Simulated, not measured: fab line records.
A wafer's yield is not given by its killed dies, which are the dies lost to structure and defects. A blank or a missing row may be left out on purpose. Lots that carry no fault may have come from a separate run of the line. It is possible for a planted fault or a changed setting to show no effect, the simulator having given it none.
Matching of chambers + flow berkeley cmos170 + cmp-01 running UCB170_V2_CMP_02: 4 sister chambers
The step polishes SiO2. 22 wafers are shown with their chamber, then 11 later ones without.

WAFERS, EACH WITH ITS CHAMBER
| wafer  | chamber | motor current A (A) | edge zone pressure frac | head pressure psi (psi) |
|--------|---------|---------------------|-------------------------|-------------------------|
| L674.1 | 3       | 19.6                | 1.004                   | 5.987                   |
| L674.2 | 1       | 13.9                | 1.013                   | 6.011                   |
| L674.5 | 3       | 19.8                | 0.998                   | 6.008                   |
| L685.1 | 1       | 14.2                | 1.004                   | 5.995                   |
| L685.4 | 3       | 18.0                | 0.995                   | 6.013                   |
| L685.5 | 3       | 19.3                | 1.002                   | 5.995                   |
| L686.1 | 3       | 19.0                | 1.003                   | 6.001                   |
| L686.4 | 1       | 13.7                | 1.001                   | 6.024                   |
| L686.6 | 0       | 16.8                | 0.989                   | 6.020                   |
| L687.1 | 3       | 17.8                | 0.993                   | 5.997                   |
| L687.2 | 0       | 16.5                | 1.002                   | 5.995                   |
| L687.4 | 1       | 14.3                | 0.997                   | 6.011                   |
| L691.2 | 2       | 16.9                | 1.000                   | 6.017                   |
| L691.3 | 1       | 14.3                | 0.998                   | 5.982                   |
| L691.6 | 1       | 13.9                | 1.002                   | 5.996                   |
| L693.1 | 2       | 17.3                | 0.997                   | 6.011                   |
| L693.4 | 3       | 18.6                | 1.002                   | 5.992                   |
| L693.5 | 0       | 17.4                | 0.998                   | 6.000                   |
| L694.2 | 2       | 16.5                | 0.999                   | 6.015                   |
| L694.4 | 1       | 14.2                | 1.000                   | 6.003                   |
| L694.6 | 3       | 18.6                | 0.995                   | 6.022                   |
| L692.1 | 2       | 17.0                | 0.992                   | 5.995                   |

SIGNATURES (averages over the wafers above)
| reading                 | chamber 0 | chamber 1 | chamber 2 | chamber 3 | scatter within a chamber |
|-------------------------|-----------|-----------|-----------|-----------|--------------------------|
| motor current A         | 16.900    | 14.071    | 16.925    | 18.838    | 0.512                    |
| edge zone pressure frac | 0.99633   | 1.00214   | 0.99700   | 0.99900   | 0.00486                  |
| head pressure psi       | 6.00500   | 6.00314   | 6.00950   | 6.00188   | 0.0123                   |
Rule: distance of a wafer from a chamber = root of the sum over the readings of ((wafer's reading minus chamber's mean) / reading's scatter) squared. The wafer belongs to the nearest chamber; if the next one is less than 2 further off, it can't be placed. The scatter is the square root of a quotient: the sum, over the shown wafers, of each reading's squared deviation from its chamber's mean, divided by wafers minus chambers.

WAFERS WITHOUT THEIR CHAMBER
| wafer  | motor current A (A) | edge zone pressure frac | head pressure psi (psi) |
|--------|---------------------|-------------------------|-------------------------|
| L692.2 | 19.5                | 0.999                   | 5.998                   |
| L692.6 | 14.4                | 0.998                   | 6.009                   |
| L695.1 | 19.2                | 0.992                   | 6.003                   |
| L695.2 | 13.8                | 0.995                   | 6.002                   |
| L695.4 | 16.4                | 1.001                   | 5.984                   |
| L697.3 | 17.0                | 1.004                   | 5.993                   |
| L697.4 | 13.8                | 0.990                   | 5.999                   |
| L697.6 | 18.7                | 0.998                   | 6.000                   |
| L696.1 | 16.5                | 0.996                   | 5.992                   |
| L696.5 | 14.2                | 1.004                   | 5.999                   |
| L696.6 | 17.5                | 0.996                   | 5.971                   |

EACH ONE'S CHAMBER
| wafer  | from the rows above          | in truth |
|--------|------------------------------|----------|
| L692.2 | 3                            | 3        |
| L692.6 | 1                            | 1        |
| L695.1 | 3                            | 3        |
| L695.2 | 1                            | 1        |
| L695.4 | can't be placed: 0 or 2      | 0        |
| L697.3 | can't be placed: 0 or 2 or 3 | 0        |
| L697.4 | 1                            | 1        |
| L697.6 | 3                            | 3        |
| L696.1 | can't be placed: 0 or 2      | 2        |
| L696.5 | 1                            | 1        |
| L696.6 | can't be placed: 0 or 2 or 3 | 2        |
Correct placement for 7 of the 11. These rows do not allow placing 4 (true chamber among the candidates in 4). Wrongly placed: 0.
